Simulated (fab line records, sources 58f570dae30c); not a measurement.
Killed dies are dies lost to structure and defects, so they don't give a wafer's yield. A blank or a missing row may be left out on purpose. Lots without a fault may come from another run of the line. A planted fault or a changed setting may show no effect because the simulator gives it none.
Which tool did it? | flow berkeley_cmos170 | 15 lots, 45 wafers sampled, at 5 steps of a route of 331

WHAT THE GAUGES READ, wafer by wafer
UCB170_PWELL_TW_MEAS_17. Usual: PWELL_TW 378.1, standard deviation 1.8.
lot  | measured    | on            | PWELL_TW          | flag
L226 | day 3 13:07 | film_metro-02 | 376.5 375.2 374.8 |
L228 | day 4 02:02 | film_metro-04 | 381.8 378.7 379.5 |
L229 | day 4 02:18 | film_metro-02 | 380.1 378.3 374.3 |
L231 | day 4 15:31 | film_metro-03 | 377.8 378.2 376.8 |
L234 | day 5 04:51 | film_metro-04 | 378.9 377.2 378.5 |
L239 | day 5 21:33 | film_metro-03 | 374.8 374.8 376.2 |
L237 | day 5 21:55 | film_metro-03 | 376.2 375.1 374.9 |
L236 | day 5 22:11 | film_metro-03 | 375.5 376.2 376.3 |
L240 | day 6 05:35 | film_metro-03 | 376.2 377.0 377.9 |
L243 | day 7 02:51 | film_metro-04 | 380.2 378.2 378.6 |
L244 | day 7 02:56 | film_metro-03 | 379.0 379.8 378.3 |
L242 | day 7 03:23 | film_metro-04 | 378.8 379.6 382.1 |
L248 | day 7 15:52 | film_metro-02 | 376.2 376.8 375.1 |
L247 | day 7 16:09 | film_metro-03 | 379.4 377.3 379.3 |
L246 | day 7 16:15 | film_metro-04 | 383.2 380.6 382.1 |

UCB170_WELLDRIVE_THK_MEAS_02. Usual: WELLDRIVE_OXIDE_THK 199 nm, standard deviation 3.1.
lot  | measured    | on            | WELLDRIVE_OXIDE_THK (nm) | flag
L226 | day 4 03:00 | film_metro-04 | 201 205 204              |
L228 | day 4 15:27 | film_metro-04 | 196 200 200              |
L229 | day 4 15:23 | film_metro-04 | 196 196 200              |
L231 | day 5 03:53 | film_metro-04 | 198 197 195              |
L234 | day 5 16:43 | film_metro-02 | 199 199 202              |
L239 | day 6 11:17 | film_metro-04 | 201 200 201              |
L237 | day 6 11:10 | film_metro-04 | 197 201 197              |
L236 | day 6 11:13 | film_metro-04 | 198 197 198              |
L240 | day 6 20:18 | film_metro-04 | 193 192 192              |
L243 | day 7 15:10 | film_metro-04 | 202 208 203              |
L244 | day 7 15:11 | film_metro-02 | 207 203 199              |
L242 | day 7 15:13 | film_metro-04 | 195 199 196              |
L248 | day 8 03:36 | film_metro-04 | 199 200 202              |
L247 | day 8 03:37 | film_metro-01 | 196 195 195              |
L246 | day 8 03:38 | film_metro-02 | 198 199 199              |

UCB170_NVT_TW_MEAS_09. Usual: NVT_TW 524, standard deviation 5.4.
lot  | measured     | on            | NVT_TW                  | flag
L226 | day 6 08:47  | film_metro-03 | 523 526 524             |
L228 | day 7 05:35  | film_metro-01 | 514 514 516             |
L229 | day 7 05:10  | film_metro-04 | 528 529 526             |
L231 | day 7 13:29  | film_metro-03 | 525 525 527             |
L234 | day 7 22:46  | film_metro-04 | 527 530 530             |
L239 | day 8 19:56  | film_metro-03 | 526 526 526             |
L237 | day 8 20:20  | film_metro-03 | 525 523 524             |
L236 | day 8 20:08  | film_metro-04 | 530 529 527             |
L240 | day 9 06:50  | film_metro-01 | 561 563 564 565 566 562 | OFF
L243 | day 9 17:31  | film_metro-04 | 529 530 528             |
L244 | day 9 17:36  | film_metro-03 | 567 571 569 570 568 567 | OFF
L242 | day 9 17:16  | film_metro-01 | 562 564 563 561 563 564 | OFF
L248 | day 10 11:00 | film_metro-01 | 516 514 515             |
L247 | day 10 10:07 | film_metro-04 | 527 526 526             |
L246 | day 10 10:24 | film_metro-04 | 527 526 525             |

UCB170_PVT_OVL_MEAS_06. Usual: PVT_OVL -4 nm, standard deviation 5.3.
lot  | measured     | on         | PVT_OVL (nm) | flag
L226 | day 6 10:24  | overlay-02 | -7 -4 -3     |
L228 | day 7 09:04  | overlay-02 | -15 -10 -11  |
L229 | day 7 09:20  | overlay-02 | 2 -4 0       |
L231 | day 7 15:08  | overlay-01 | -2 -7 4      |
L234 | day 8 03:11  | overlay-01 | 7 4 3        |
L239 | day 8 21:53  | overlay-02 | -4 -9 -11    |
L237 | day 8 22:20  | overlay-02 | -11 -9 -7    |
L236 | day 8 22:00  | overlay-02 | -2 -1 -4     |
L240 | day 9 12:59  | overlay-01 | -6 -10 -11   |
L243 | day 9 19:07  | overlay-02 | -7 -10 -4    |
L244 | day 9 21:02  | overlay-01 | -1 -3 4      |
L242 | day 10 00:48 | overlay-01 | -3 -6 7      |
L248 | day 10 13:59 | overlay-01 | 3 2 3        |
L247 | day 10 13:19 | overlay-01 | 3 6 3        |
L246 | day 10 13:26 | overlay-02 | -11 -7 -10   |

WHICH TOOL RAN EACH LOT (tool, then ch and the chambers of the sampled wafers, then the start)
lot  | UCB170_NVT_IMPLANT_07
L226 | implanter-03 ch 0, day 6 08:32
L228 | implanter-04 ch 0, day 7 05:20
L229 | implanter-04 ch 0, day 7 04:55
L231 | implanter-04 ch 0, day 7 13:15
L234 | implanter-04 ch 0, day 7 22:31
L239 | implanter-03 ch 0, day 8 19:42
L237 | implanter-03 ch 0, day 8 20:05
L236 | implanter-04 ch 0, day 8 19:53
L240 | implanter-03 ch 0, day 9 06:37
L243 | implanter-02 ch 0, day 9 17:16
L244 | implanter-03 ch 0, day 9 17:23
L242 | implanter-03 ch 0, day 9 16:59
L248 | implanter-04 ch 0, day 10 10:45
L247 | implanter-04 ch 0, day 10 09:54
L246 | implanter-04 ch 0, day 10 10:09
- UCB170_NVT_IMPLANT_07

WHAT THE TOOLS THEMSELVES READ (means of the sampled wafers that have a number; where no wafer has one, the mark that the record gives instead)
UCB170_NVT_IMPLANT_07. Usual: dose_ions_cm2 3e+12, standard deviation 3.6e+09; faraday_current_uA 9.53, standard deviation 0.18.
lot  | tool         | dose_ions_cm2 | faraday_current_uA | flag
L226 | implanter-03 | 3e+12         | 9.47               |
L228 | implanter-04 | 3e+12         | 9.66               |
L229 | implanter-04 | 3e+12         | 9.43               |
L231 | implanter-04 | 3e+12         | 9.30               |
L234 | implanter-04 | 3e+12         | 9.58               |
L239 | implanter-03 | 3e+12         | 9.43               |
L237 | implanter-03 | 3e+12         | 9.64               |
L236 | implanter-04 | 3e+12         | 9.56               |
L240 | implanter-03 | 4e+12         | 12.50              | OFF
L243 | implanter-02 | 3e+12         | 9.52               |
L244 | implanter-03 | 4e+12         | 12.35              | OFF
L242 | implanter-03 | 4e+12         | 12.67              | OFF
L248 | implanter-04 | 3e+12         | 9.51               |
L247 | implanter-04 | 3e+12         | 9.66               |
L246 | implanter-04 | 3e+12         | 9.54               |

THE ANSWER, worked out from the rows above alone
Rule: a lot is off if the mean of its wafers that have a number lies more than 3 standard deviations from the usual mean. A lot without any number at a reading at which 4 lots or more have one is off too. The other lots that the step has rows for count as sound. The gauges are gone through in route order, then the tools' own readings, and for those a lot's mean is taken as printed above. The first step at which some lot is off is used, and at that step the reading that is off furthest; a lot without a number counts as furthest.
Off: L240, L244, L242, at UCB170_NVT_TW_MEAS_09 (NVT_TW).
A tool fits if, at a process step before that reading, it ran every lot that is off, and no sound lot after the first of them. The gauges at UCB170_NVT_TW_MEAS_09 aren't tried: what is off there is off at UCB170_NVT_IMPLANT_07 too, on other tools, and a gauge's error can't cause that. One fits: implanter-03 at UCB170_NVT_IMPLANT_07. Its last sound lot is L237 (day 8 20:05), its first lot that is off L240 (day 9 06:37): a fault that began between those two fits.
The tool's own readings at UCB170_NVT_IMPLANT_07 bear it out: on the lots that are off they differ by more than 5 times the standard deviation of the sound lots' means. dose_ions_cm2 reads 4e+12 there against 3e+12 on the sound lots; faraday_current_uA reads 12.51 there against 9.53 on the sound lots.

WHAT THE SIMULATOR HAD PUT IN
Process parameter drift: implanter-03, from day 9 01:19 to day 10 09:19, at UCB170_NVT_IMPLANT_07. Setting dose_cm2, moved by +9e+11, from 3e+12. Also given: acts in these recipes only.
Lots struck among those shown: L240, L244, L242. The rule above found the same.
